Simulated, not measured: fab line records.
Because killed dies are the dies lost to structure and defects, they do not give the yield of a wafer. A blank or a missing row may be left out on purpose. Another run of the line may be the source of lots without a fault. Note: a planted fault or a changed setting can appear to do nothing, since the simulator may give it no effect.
Shared-tool check :: flow berkeley_cmos170 :: 14 lots and 42 wafers in the sample

## THE REASON FOR OPENING IT
At UCB170_PSD_TW_MEAS_10 the reading PSD_TW is flagged on 2 of 14 lots. No-fault wafers: 2312, standard deviation 25.
Rule: a lot gets a flag if all its wafers with a number sit over 4 standard deviations from that mean, or if no wafer of it has a number. As for the other lots, they are considered sound.

lot: L811
measured: day 8 02:55
on: film_metro-04
PSD_TW, wafer by wafer: 2314 2318 2310
flag: 

lot: L813
measured: day 8 03:38
on: film_metro-02
PSD_TW, wafer by wafer: 2307 2297 2302
flag: 

lot: L812
measured: day 8 03:55
on: film_metro-01
PSD_TW, wafer by wafer: 2341 2347 2344
flag: 

lot: L815
measured: day 8 09:04
on: film_metro-01
PSD_TW, wafer by wafer: 2338 2337 2335
flag: 

lot: L818
measured: day 9 03:07
on: film_metro-01
PSD_TW, wafer by wafer: 2345 2343 2339
flag: 

lot: L820
measured: day 9 03:44
on: film_metro-02
PSD_TW, wafer by wafer: 2296 2286 2288
flag: 

lot: L821
measured: day 10 00:17
on: film_metro-04
PSD_TW, wafer by wafer: 2329 2351 2341
flag: 

lot: L823
measured: day 10 11:37
on: film_metro-02
PSD_TW, wafer by wafer: 2302 2269 2283
flag: 

lot: L824
measured: day 10 11:40
on: film_metro-01
PSD_TW, wafer by wafer: 2314 2313 2319
flag: 

lot: L828
measured: day 11 12:13
on: film_metro-02
PSD_TW, wafer by wafer: 2106 2109 2108
flag: FLAGGED

lot: L830
measured: day 11 13:20
on: film_metro-04
PSD_TW, wafer by wafer: 2132 2140 2136
flag: FLAGGED

lot: L832
measured: day 12 01:38
on: film_metro-02
PSD_TW, wafer by wafer: 2289 2279 2279
flag: 

lot: L833
measured: day 12 01:57
on: film_metro-04
PSD_TW, wafer by wafer: 2350 2335 2339
flag: 

lot: L834
measured: day 12 07:16
on: film_metro-01
PSD_TW, wafer by wafer: 2357 2345 2355
flag: 
Average over the flagged lots: 2122; offset from the usual -190, equal to -8 standard deviations.

## WHICH TOOL EACH LOT WENT THROUGH
2 process steps preceding the reading are held in the record, out of 331 steps in the route. Every cell lists first the tool, next ch and the chambers used by the sampled wafers, and last the start.
lot: L811
flag: 
UCB170_PSD_IMPLANT_08: implanter-02 ch 0, day 8 02:42
UCB170_PSD_STRIP_09: plasma_asher-02 ch 0,1, day 8 02:50

lot: L813
flag: 
UCB170_PSD_IMPLANT_08: implanter-04 ch 0, day 8 03:24
UCB170_PSD_STRIP_09: plasma_asher-03 ch 0,1, day 8 03:31

lot: L812
flag: 
UCB170_PSD_IMPLANT_08: implanter-02 ch 0, day 8 03:40
UCB170_PSD_STRIP_09: plasma_asher-03 ch 0,1, day 8 03:49

lot: L815
flag: 
UCB170_PSD_IMPLANT_08: implanter-04 ch 0, day 8 08:49
UCB170_PSD_STRIP_09: plasma_asher-03 ch 0,1, day 8 08:58

lot: L818
flag: 
UCB170_PSD_IMPLANT_08: implanter-02 ch 0, day 9 02:52
UCB170_PSD_STRIP_09: plasma_asher-01 ch 0,1, day 9 03:00

lot: L820
flag: 
UCB170_PSD_IMPLANT_08: implanter-01 ch 0, day 9 03:29
UCB170_PSD_STRIP_09: plasma_asher-03 ch 0,1, day 9 03:38

lot: L821
flag: 
UCB170_PSD_IMPLANT_08: implanter-02 ch 0, day 10 00:02
UCB170_PSD_STRIP_09: plasma_asher-03 ch 0,1, day 10 00:10

lot: L823
flag: 
UCB170_PSD_IMPLANT_08: implanter-02 ch 0, day 10 11:15
UCB170_PSD_STRIP_09: plasma_asher-03 ch 0,1, day 10 11:30

lot: L824
flag: 
UCB170_PSD_IMPLANT_08: implanter-01 ch 0, day 10 11:26
UCB170_PSD_STRIP_09: plasma_asher-01 ch 0,1, day 10 11:34

lot: L828
flag: FLAGGED
UCB170_PSD_IMPLANT_08: implanter-02 ch 0, day 11 11:59
UCB170_PSD_STRIP_09: plasma_asher-02 ch 0,1, day 11 12:08

lot: L830
flag: FLAGGED
UCB170_PSD_IMPLANT_08: implanter-02 ch 0, day 11 13:05
UCB170_PSD_STRIP_09: plasma_asher-03 ch 0,1, day 11 13:14

lot: L832
flag: 
UCB170_PSD_IMPLANT_08: implanter-01 ch 0, day 12 01:23
UCB170_PSD_STRIP_09: plasma_asher-02 ch 0,1, day 12 01:32

lot: L833
flag: 
UCB170_PSD_IMPLANT_08: implanter-01 ch 0, day 12 01:43
UCB170_PSD_STRIP_09: plasma_asher-03 ch 0,1, day 12 01:50

lot: L834
flag: 
UCB170_PSD_IMPLANT_08: implanter-01 ch 0, day 12 07:02
UCB170_PSD_STRIP_09: plasma_asher-02 ch 0,1, day 12 07:10
What is done by these steps:
- UCB170_PSD_IMPLANT_08
- UCB170_PSD_STRIP_09: strips in O2.
- UCB170_PSD_TW_MEAS_10

## FLAGGED OVER TOTAL, TOOL BY TOOL (the gauges that took the reading come last)
step: UCB170_PSD_IMPLANT_08
tool: implanter-01
lots run: 5
flagged: 0
share of the flagged lots: none
sound lots run after its first flagged lot: -

step: UCB170_PSD_IMPLANT_08
tool: implanter-02
lots run: 7
flagged: 2
share of the flagged lots: all
sound lots run after its first flagged lot: 0

step: UCB170_PSD_IMPLANT_08
tool: implanter-04
lots run: 2
flagged: 0
share of the flagged lots: none
sound lots run after its first flagged lot: -

step: UCB170_PSD_STRIP_09
tool: plasma_asher-01
lots run: 2
flagged: 0
share of the flagged lots: none
sound lots run after its first flagged lot: -

step: UCB170_PSD_STRIP_09
tool: plasma_asher-02
lots run: 4
flagged: 1
share of the flagged lots: some
sound lots run after its first flagged lot: 2 (L832,L834)

step: UCB170_PSD_STRIP_09
tool: plasma_asher-03
lots run: 8
flagged: 1
share of the flagged lots: some
sound lots run after its first flagged lot: 1 (L833)

step: UCB170_PSD_TW_MEAS_10
tool: film_metro-01
lots run: 5
flagged: 0
share of the flagged lots: none
sound lots run after its first flagged lot: -

step: UCB170_PSD_TW_MEAS_10
tool: film_metro-02
lots run: 5
flagged: 1
share of the flagged lots: some
sound lots run after its first flagged lot: 1 (L832)

step: UCB170_PSD_TW_MEAS_10
tool: film_metro-04
lots run: 4
flagged: 1
share of the flagged lots: some
sound lots run after its first flagged lot: 1 (L833)

## WHAT THE TABLE PERMITS
1 row of the table ran every flagged lot: implanter-02 at UCB170_PSD_IMPLANT_08.
- implanter-02 at UCB170_PSD_IMPLANT_08 ran 7 lots, 2 of them flagged. Last sound lot L823 at day 10 11:15, first flagged lot L828 at day 11 11:59; a fault beginning in between fits. Its own readings (beam_energy_keV) fall more than 4 standard deviations out on all wafers of the flagged lots.
What remains is a single tool, implanter-02 at UCB170_PSD_IMPLANT_08.

## WHAT THE SIMULATOR PUT IN
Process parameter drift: implanter-02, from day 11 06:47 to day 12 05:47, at UCB170_PSD_IMPLANT_08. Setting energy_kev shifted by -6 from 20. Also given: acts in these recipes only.
Lots struck among those shown: L828, L830. This agrees with what the rule above found.
